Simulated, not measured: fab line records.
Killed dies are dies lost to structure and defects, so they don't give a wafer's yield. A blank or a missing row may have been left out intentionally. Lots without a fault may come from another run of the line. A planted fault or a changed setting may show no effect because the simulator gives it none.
2 desks looking at one fault || flow berkeley cmos170 || each desk holds nothing but its own numbers, with what lay behind them at the end

AT THE METROLOGY DESK
What the gauges read, lot by lot, whatever tool the lot ran on: means of the sampled wafers that have a number. The brackets show how far a lot's mean lies from the usual mean; more than 4 standard deviations puts the lot out of limits, marked OUT.
Columns: A = NVT_OVL at UCB170_NVT_OVL_MEAS_06, usual 0 nm; B = M1_AL_THK at UCB170_M1_THK_MEAS_02, usual 594 nm; C = cd nm at UCB170_M2_CD_MEAS_90, usual 700 nm; D = cd nm at UCB170_V2_CD_MEAS_12, usual 699.4 nm
{"lot": "L427", "first seen here": "day 5 18:18", "A": -1, "B": 593, "C": 702, "D": 700.5}
{"lot": "L429", "first seen here": "day 5 23:40", "A": 6, "B": 588, "C": 700, "D": 699.6}
{"lot": "L428", "first seen here": "day 5 23:58", "A": -1, "B": 593, "C": 701, "D": 700.9}
{"lot": "L431", "first seen here": "day 6 07:27", "A": 6, "B": 594, "C": 697, "D": 697.7}
{"lot": "L436", "first seen here": "day 7 06:14", "A": 6, "B": 594, "C": 702, "D": 700.3}
{"lot": "L435", "first seen here": "day 7 06:23", "A": 0, "B": 594, "C": 709, "D": 701.0}
{"lot": "L438", "first seen here": "day 8 02:47", "A": 2, "B": 588, "C": 704, "D": 699.2}
{"lot": "L440", "first seen here": "day 8 03:03", "A": 2, "B": 581, "C": 699, "D": 698.9}
{"lot": "L442", "first seen here": "day 8 10:50", "A": 5, "B": 600, "C": 697, "D": 697.4}
{"lot": "L443", "first seen here": "day 9 06:12", "A": -3, "B": 596, "C": 701, "D": 698.4}
{"lot": "L445", "first seen here": "day 9 12:08", "A": 5, "B": 592, "C": 700, "D": 700.5}
{"lot": "L448", "first seen here": "day 9 12:17", "A": 1, "B": 596, "C": 699, "D": 698.2}
{"lot": "L449", "first seen here": "day 9 12:25", "A": -13, "B": 591, "C": 698, "D": 702.0}
{"lot": "L447", "first seen here": "day 9 12:49", "A": -3, "B": 600, "C": 701, "D": 697.5}
Finding of this desk: none of the 14 lots has anything out of limits.

TOOL OWNER'S DESK, rie metal-02
The tool's own readings at UCB170_M2_METAL_ETCH_18 (etches Al in Cl2/BCl3, stops on SiO2, target depth 1170 nm, time 195 s): means of the sampled wafers that have a number, for each lot that ran on this tool. The brackets show how far a lot's mean lies from the usual mean; more than 4 standard deviations puts the lot out of limits, marked OUT.
Columns: A = drypump motor current A at UCB170_M2_METAL_ETCH_18, usual 6.24 A; B = mfc cl2 sccm at UCB170_M2_METAL_ETCH_18, usual 90.00 sccm; C = oes product au at UCB170_M2_METAL_ETCH_18, usual 0.848 a.u.; D = rf fwd power W at UCB170_M2_METAL_ETCH_18, usual 597.7 W; E = throttle valve pct at UCB170_M2_METAL_ETCH_18, usual 24.35 %
{"lot": "L429", "first seen here": "day 7 22:59", "A": 6.06, "B": 89.94, "C": 0.871, "D": 598.5, "E": 24.05}
{"lot": "L431", "first seen here": "day 8 07:12", "A": 6.21, "B": 89.71, "C": 0.852, "D": 599.8, "E": 24.10}
{"lot": "L435", "first seen here": "day 9 08:18", "A": 6.19, "B": 89.92, "C": 0.865, "D": 596.1, "E": 24.10}
{"lot": "L438", "first seen here": "day 10 02:05", "A": 6.21, "B": 89.53, "C": 0.858, "D": 596.9, "E": 24.10}
Finding of this desk: none of the 4 lots has anything out of limits.

BROUGHT TOGETHER
From the metrology desk's view, nothing was out of limits.
The tool owner's desk saw nothing out of limits.

WHAT THE SIMULATOR HAD PUT IN
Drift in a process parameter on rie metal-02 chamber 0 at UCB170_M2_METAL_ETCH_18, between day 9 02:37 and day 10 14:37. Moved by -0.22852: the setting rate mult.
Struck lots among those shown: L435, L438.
